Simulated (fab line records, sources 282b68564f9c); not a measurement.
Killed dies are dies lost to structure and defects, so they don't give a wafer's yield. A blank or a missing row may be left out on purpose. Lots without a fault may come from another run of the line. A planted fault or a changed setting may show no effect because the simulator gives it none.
A struck lot beside a sound one | flow rit_cmos | 21 steps out of a route of 202
Sound: wafers L457.4, L457.5, L457.6. Struck: wafers L462.1, L462.2, L462.4. The cause comes at the end.
At each step with rows: each side's tool, then ch and its chambers, then its first start. Under that, the readings that differ: sound wafers | struck wafers | difference of the means | sigmas: that difference in standard deviations of wafers without a fault.
alike: readings whose means differ by less than 2 such deviations, and words and numbers that are the same on both sides. not compared: withheld readings, readings that some wafer has no value for, bounds like >300 that may hide the same value, and numbers for which the record gives no deviation and whose values overlap.
The two part at a step that has a row with sigmas, a row that says differs or no value, or rows on one side only. Numbers that don't overlap but have no deviation are shown without sigmas and don't part them. A reading that every wafer of one side lacks parts them only if that side has two wafers or more.

first, 2 steps without rows for these wafers: RIT_NSD_HARDBAKE_07 (time 60 s); RIT_NSD_IMPLANT_08.
RIT_NSD_STRIP_09: strips in O2, time 180 s.
  sound on plasma_asher-03 ch 0,1, day 3 15:02; struck on plasma_asher-01 ch 0,1, day 4 13:02
  reading                     | sound       | struck      | difference | sigmas
  drypump_motor_current_A (A) | 5.9 5.9 5.7 | 5.0 4.8 4.9 | -0.9       | -2
  not compared: rf_hours_counter_h
RIT_NSD_TW_MEAS_10:
  sound on film_metro-04, day 3 15:11; struck on film_metro-03, day 4 13:13
  alike: NSD_TW
then, 6 steps without rows for these wafers: RIT_PSD_HMDS_00 (prime time 60 s); RIT_PSD_COAT_01 (resist thk 1000 nm); RIT_PSD_SOFTBAKE_02 (time 60 s); RIT_PSD_EXPOSE_03 (exposes mask M10, target cd 40900 nm); RIT_PSD_PEB_04; RIT_PSD_DEVELOP_05 (develop time 50 s).
RIT_PSD_OVL_MEAS_06:
  sound on overlay-01, day 3 16:23; struck on overlay-02, day 4 14:15
  alike: PSD_OVL
then, 1 step without rows for these wafers: RIT_PSD_HARDBAKE_07 (time 60 s).
RIT_PSD_IMPLANT_08:
  sound on implanter-03 ch 0, day 3 16:38; struck on implanter-02 ch 0, day 4 14:26
  reading       | sound                     | struck                        | difference | sigmas
  beam_on_s (s) | 15.1 14.4 14.4            | 17.0 16.9 17.2                | +2.4       | +3
  dose_ions_cm2 | 5e+15 4.999e+15 4.993e+15 | 6.742e+15 6.744e+15 6.752e+15 | +1.749e+15 | +99 or more
  alike: beam_energy_keV
RIT_PSD_STRIP_09: strips in O2, time 180 s.
  sound on plasma_asher-02 ch 0,1, day 3 16:46; struck on plasma_asher-04 ch 0,1, day 4 14:35
  alike: drypump_motor_current_A
  not compared: rf_hours_counter_h
RIT_PSD_TW_MEAS_10:
  sound on film_metro-02, day 3 16:55; struck on film_metro-03, day 4 14:46
  reading | sound          | struck         | difference | sigmas
  PSD_TW  | 3452 3440 3453 | 3530 3518 3517 | +73        | +3
then, 3 steps without rows for these wafers: RIT_SDANNEAL_CLEAN_00 (cleans in SC1, time 600 s); RIT_SDANNEAL_CLEAN_01 (cleans in dHF, time 30 s); RIT_SDANNEAL_CLEAN_02 (cleans in SC2, time 600 s).
RIT_SDANNEAL_RTA_03: time 5 s.
  sound on rtp_anneal-02 ch 0, day 3 17:20; struck on rtp_anneal-01 ch 0, day 4 15:13
  alike: wafer_temp_C_max
RIT_SDANNEAL_RS_MEAS_04: measures by four-point-probe.
  sound on film_metro-03, day 3 17:26; struck on film_metro-03, day 4 15:17
  reading         | sound                | struck               | difference | sigmas
  PSD_RS (ohm/sq) | 115.63 115.56 115.66 | 112.44 111.75 112.31 | -3.45      | -12
RIT_SDANNEAL_RS_MEAS_05: measures by four-point-probe.
  sound on film_metro-03, day 3 17:33; struck on film_metro-03, day 4 15:24
  reading         | sound             | struck            | difference | sigmas
  NSD_RS (ohm/sq) | 84.53 84.46 84.17 | 83.48 83.97 84.00 | -0.57      | -2

WHERE THEY PART
First at RIT_NSD_STRIP_09; last, within this record, at RIT_SDANNEAL_RS_MEAS_05.

WHY: what the simulator had put in
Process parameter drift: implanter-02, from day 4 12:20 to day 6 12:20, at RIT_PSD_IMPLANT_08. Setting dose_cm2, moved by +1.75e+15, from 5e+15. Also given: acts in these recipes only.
